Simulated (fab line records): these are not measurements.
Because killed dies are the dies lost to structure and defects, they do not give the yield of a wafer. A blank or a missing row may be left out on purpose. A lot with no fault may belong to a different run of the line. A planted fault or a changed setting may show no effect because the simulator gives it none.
Split-lot study :: flow rit_cmos :: 5 lots, 23 wafers read, on a route of 202 steps

== SPLIT DETAILS ==
At RIT_SILICIDE_SPUTTER_01 (material Ti, target thk 30 nm, time 240 s), the setting power_w was moved away from the recipe's 350 W on 11 of the 23 wafers read, by -9.9% to -4.9%. The other wafers ran this setting at the recipe's value.

== THE PATH FROM SPLIT TO READING: the file shows 1 step between them ==
- RIT_SILICIDE_RS_MEAS_02: measures by four-point-probe

== THE READING ==
SILICIDE_TI_THK, in nm, at RIT_SILICIDE_THK_MEAS_03 (measures by xrf). A value of 29.9 nm with a standard deviation of 0.38 nm is what fault-free wafers of this fab line usually give.

wafer: L077.1
tool, chamber at the split: pvd_sputter-01, -
power_w as run, W: 320.8
against the recipe: -8.3%
SILICIDE_TI_THK, nm: 27.5
against lot-mates on the recipe: -2.1

wafer: L077.2
tool, chamber at the split: pvd_sputter-01, -
power_w as run, W: 320.8
against the recipe: -8.3%
SILICIDE_TI_THK, nm: 27.0
against lot-mates on the recipe: -2.6

wafer: L077.3
tool, chamber at the split: pvd_sputter-01, -
power_w as run, W: 350
against the recipe: recipe
SILICIDE_TI_THK, nm: 29.6
against lot-mates on the recipe: -

wafer: L077.4
tool, chamber at the split: pvd_sputter-01, -
power_w as run, W: 350
against the recipe: recipe
SILICIDE_TI_THK, nm: 29.7
against lot-mates on the recipe: -

wafer: L077.6
tool, chamber at the split: pvd_sputter-01, -
power_w as run, W: 320.8
against the recipe: -8.3%
SILICIDE_TI_THK, nm: 27.2
against lot-mates on the recipe: -2.4

wafer: L076.2
tool, chamber at the split: pvd_sputter-04, -
power_w as run, W: 350
against the recipe: recipe
SILICIDE_TI_THK, nm: 30.4
against lot-mates on the recipe: -

wafer: L076.3
tool, chamber at the split: pvd_sputter-04, -
power_w as run, W: 350
against the recipe: recipe
SILICIDE_TI_THK, nm: 30.1
against lot-mates on the recipe: -

wafer: L076.4
tool, chamber at the split: pvd_sputter-04, -
power_w as run, W: 350
against the recipe: recipe
SILICIDE_TI_THK, nm: 30.1
against lot-mates on the recipe: -

wafer: L080.2
tool, chamber at the split: pvd_sputter-03, -
power_w as run, W: 332.8
against the recipe: -4.9%
SILICIDE_TI_THK, nm: 28.7
against lot-mates on the recipe: -1.2

wafer: L080.3
tool, chamber at the split: pvd_sputter-03, -
power_w as run, W: 332.8
against the recipe: -4.9%
SILICIDE_TI_THK, nm: 28.1
against lot-mates on the recipe: -1.8

wafer: L080.4
tool, chamber at the split: pvd_sputter-03, -
power_w as run, W: 350
against the recipe: recipe
SILICIDE_TI_THK, nm: 30.1
against lot-mates on the recipe: -

wafer: L080.5
tool, chamber at the split: pvd_sputter-03, -
power_w as run, W: 350
against the recipe: recipe
SILICIDE_TI_THK, nm: 29.6
against lot-mates on the recipe: -

wafer: L080.6
tool, chamber at the split: pvd_sputter-03, -
power_w as run, W: 332.8
against the recipe: -4.9%
SILICIDE_TI_THK, nm: 28.7
against lot-mates on the recipe: -1.2

wafer: L082.1
tool, chamber at the split: pvd_sputter-03, -
power_w as run, W: 350
against the recipe: recipe
SILICIDE_TI_THK, nm: 29.8
against lot-mates on the recipe: -

wafer: L082.2
tool, chamber at the split: pvd_sputter-03, -
power_w as run, W: 325.4
against the recipe: -7.0%
SILICIDE_TI_THK, nm: 26.8
against lot-mates on the recipe: -2.8

wafer: L082.3
tool, chamber at the split: pvd_sputter-03, -
power_w as run, W: 325.4
against the recipe: -7.0%
SILICIDE_TI_THK, nm: 27.3
against lot-mates on the recipe: -2.3

wafer: L082.4
tool, chamber at the split: pvd_sputter-03, -
power_w as run, W: 350
against the recipe: recipe
SILICIDE_TI_THK, nm: 29.6
against lot-mates on the recipe: -

wafer: L082.5
tool, chamber at the split: pvd_sputter-03, -
power_w as run, W: 350
against the recipe: recipe
SILICIDE_TI_THK, nm: 29.4
against lot-mates on the recipe: -

wafer: L085.1
tool, chamber at the split: pvd_sputter-01, -
power_w as run, W: 350
against the recipe: recipe
SILICIDE_TI_THK, nm: 29.6
against lot-mates on the recipe: -

wafer: L085.2
tool, chamber at the split: pvd_sputter-01, -
power_w as run, W: 350
against the recipe: recipe
SILICIDE_TI_THK, nm: 30.2
against lot-mates on the recipe: -

wafer: L085.3
tool, chamber at the split: pvd_sputter-01, -
power_w as run, W: 315.4
against the recipe: -9.9%
SILICIDE_TI_THK, nm: 27.1
against lot-mates on the recipe: -2.8

wafer: L085.4
tool, chamber at the split: pvd_sputter-01, -
power_w as run, W: 315.4
against the recipe: -9.9%
SILICIDE_TI_THK, nm: 26.5
against lot-mates on the recipe: -3.4

wafer: L085.6
tool, chamber at the split: pvd_sputter-01, -
power_w as run, W: 315.4
against the recipe: -9.9%
SILICIDE_TI_THK, nm: 26.7
against lot-mates on the recipe: -3.2

THE FIT
A straight line over all 23 wafers: SILICIDE_TI_THK changes by +0.322 nm for each +1% of power_w; r = +0.97; the points scatter about the line by 0.35 nm.
The same after taking each lot's own level away (the mean of its wafers on the recipe; 23 wafers): +0.312 nm for each +1%; r = +0.98; scatter 0.28 nm.
That fit puts the effect of the largest move of power_w on the reading at 3.1 nm.
From 29.60 to 30.20 nm: that is the span of the lots' own levels, equal to 1.6 times the standard deviation above.
The two slopes agree, so the slope changes little with the lot-to-lot level.
Check: for one of the wafers moved furthest among these (-9.9%), held out of the fit, the line's prediction against its lot-mates is -3.12 nm. It came out at -2.8 nm against them.

== OTHER SPLITS ON THESE WAFERS ==
Before the reading, these wafers also passed through other splits. Each is held against what the fit with the lots' levels taken away leaves over:
other split on the same wafers: RIT_SPACER_CVD_03 temp_c
wafers away from the commonest value: 15
r with SILICIDE_TI_THK (lot level and that fit taken away): +0.31

other split on the same wafers: RIT_NSD_IMPLANT_08 energy_kev
wafers away from the commonest value: 7
r with SILICIDE_TI_THK (lot level and that fit taken away): -0.52

other split on the same wafers: RIT_PSD_SOFTBAKE_02 temp_c
wafers away from the commonest value: 11
r with SILICIDE_TI_THK (lot level and that fit taken away): +0.12

other split on the same wafers: RIT_SDANNEAL_CLEAN_01 time_s
wafers away from the commonest value: 15
r with SILICIDE_TI_THK (lot level and that fit taken away): -0.28

== THE WHOLE CHAIN: every reading that the file lists as answering this split, in the file's order ==
step: RIT_SILICIDE_SPUTTER_01
what it does: material Ti, target thk 30 nm, time 240 s
reading: Ti_of_SILICIDE_SPUTTER_01.thk_nm (the simulator's own value, which no gauge read)
change (the file's fit): +0.313 nm for each +1% of the setting
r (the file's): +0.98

step: RIT_SILICIDE_RS_MEAS_02
what it does: measures by four-point-probe
reading: SILICIDE_TI_RS
change (the file's fit): -0.707 for each +1% of the setting
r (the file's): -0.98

step: RIT_SILICIDE_THK_MEAS_03
what it does: measures by xrf
reading: SILICIDE_TI_THK
change (the file's fit): +0.316 for each +1% of the setting
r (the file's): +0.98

== FILE'S OWN FIT ==
SILICIDE_TI_THK changes by +0.316 nm for each +1% of power_w, r = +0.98.
